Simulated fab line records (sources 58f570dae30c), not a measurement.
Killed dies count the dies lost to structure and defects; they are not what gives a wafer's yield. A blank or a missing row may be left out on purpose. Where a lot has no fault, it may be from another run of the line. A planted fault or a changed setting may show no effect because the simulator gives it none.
Which tool was responsible? | flow berkeley cmos170 | 15 lots, 45 wafers sampled, at 3 steps of a route of 331

== WHAT THE GAUGES READ, wafer by wafer ==
UCB170_V1_THK_MEAS_04.
lot  | measured     | on            | V1_POLISHED_THK (nm)
L181 | day 7 08:11  | film metro-04 | 1002.3 1001.3 1001.1
L182 | day 7 19:08  | film metro-04 | 1001.6 1001.0 1000.7
L188 | day 8 09:17  | film metro-04 | 1002.6 1000.9 1001.6
L189 | day 8 11:08  | film metro-04 | 999.7 1000.9 999.4
L185 | day 8 11:26  | film metro-01 | 1001.1 999.5 1003.8
L184 | day 8 13:43  | film metro-01 | 1001.3 1002.0 1002.8
L186 | day 8 13:44  | film metro-04 | 1002.8 1001.3 1001.1
L193 | day 9 07:39  | film metro-04 | 1002.2 1001.7 1001.8
L197 | day 10 06:35 | film metro-01 | 1001.5 1002.6 1000.6
L198 | day 10 07:29 | film metro-03 | 1002.7 1003.9 999.3
L200 | day 10 19:35 | film metro-03 | 1000.1 1000.2 1002.4
L202 | day 11 10:55 | film metro-03 | 1003.2 1002.0 1000.1
L201 | day 11 10:58 | film metro-04 | 999.9 998.5 1000.7
L199 | day 11 11:12 | film metro-01 | 1002.2 1001.9 1001.4
L203 | day 11 15:22 | film metro-03 | 1002.6 1003.2 1001.9

UCB170_M2_RS_MEAS_02: a four-point-probe measurement.
lot  | measured     | on            | M2_AL_RS (ohm/sq)
L181 | day 7 11:52  | film metro-02 | 0.0328 0.0325 0.0325
L182 | day 7 22:26  | film metro-04 | 0.0320 0.0322 0.0321
L188 | day 8 12:56  | film metro-04 | 0.0320 0.0319 0.0321
L189 | day 8 15:39  | film metro-02 | 0.0324 0.0321 0.0325
L185 | day 8 15:05  | film metro-04 | 0.0317 0.0320 0.0320
L184 | day 8 17:28  | film metro-01 | 0.0317 0.0320 0.0317
L186 | day 8 17:03  | film metro-04 | 0.0327 0.0322 0.0322
L193 | day 9 09:56  | film metro-01 | 0.0324 0.0325 0.0324
L197 | day 10 08:40 | film metro-04 | 0.0318 0.0321 0.0325
L198 | day 10 09:52 | film metro-02 | 0.0331 0.0327 0.0322
L200 | day 10 21:47 | film metro-02 | 0.0324 0.0322 0.0322
L202 | day 11 12:51 | film metro-04 | 0.0324 0.0323 0.0322
L201 | day 11 13:03 | film metro-02 | 0.0327 0.0317 0.0321
L199 | day 11 13:11 | film metro-04 | 0.0324 0.0323 0.0321
L203 | day 11 17:21 | film metro-01 | 0.0317 0.0321 0.0317

UCB170_M2_CD_MEAS_15: target cd 700 nm.
lot  | measured     | on        | cd nm (nm)
L181 | day 7 16:30  | cd sem-01 | 699.7 700.2 699.6
L182 | day 8 01:16  | cd sem-01 | 702.8 703.4 702.8
L188 | day 8 18:30  | cd sem-01 | 699.2 700.4 698.9
L189 | day 8 20:13  | cd sem-02 | 699.0 699.9 701.4
L185 | day 8 19:57  | cd sem-01 | 700.5 701.7 701.1
L184 | day 8 21:23  | cd sem-01 | 699.1 697.0 698.0
L186 | day 8 21:20  | cd sem-02 | 700.9 699.6 700.2
L193 | day 9 11:50  | cd sem-02 | 700.5 700.6 699.9
L197 | day 10 12:57 | cd sem-02 | 701.2 699.4 698.4
L198 | day 10 13:08 | cd sem-02 | 698.5 699.2 698.7
L200 | day 10 23:59 | cd sem-02 | 699.9 701.7 699.7
L202 | day 11 16:00 | cd sem-02 | 700.6 699.6 700.0
L201 | day 11 16:12 | cd sem-01 | 698.0 698.7 698.3
L199 | day 11 16:30 | cd sem-01 | 701.2 703.3 702.4
L203 | day 11 19:23 | cd sem-01 | 702.0 701.6 701.8

== WHICH TOOL RAN EACH LOT (tool, then ch and the chambers of the sampled wafers, then the start) ==
Before these readings, the record contains no process step.

== AS READ BY THE TOOLS THEMSELVES (means over the sampled wafers that have a number; for cases with no such wafer, the mark the record gives instead) ==
The record holds no such reading with a usual standard deviation.

== THE ANSWER, worked out from the rows above alone ==
Rule: the lots themselves supply what counts as usual. Put in order of their means at a reading, lots are off if they are a third of the lots or fewer, leave a main group of 4 or more, and stand apart from it by a gap of 3 or more times the standard deviation of the main group's means; of several such gaps the widest counts. A main group whose means are all the same, to the digits that the tables above print for the reading, isn't used. A lot without any number at a reading at which 4 lots or more have one is off too. All remaining lots with rows at the step are treated as sound. First the gauges in route order, then the tools' own readings, where a lot's mean is used as printed above. The first step at which some lot is off is used, and at that step the reading that is off furthest; a lot without a number counts as furthest.
None of the lots is off at any reading shown; this tells nothing.

== WHAT HAD BEEN PUT IN BY THE SIMULATOR ==
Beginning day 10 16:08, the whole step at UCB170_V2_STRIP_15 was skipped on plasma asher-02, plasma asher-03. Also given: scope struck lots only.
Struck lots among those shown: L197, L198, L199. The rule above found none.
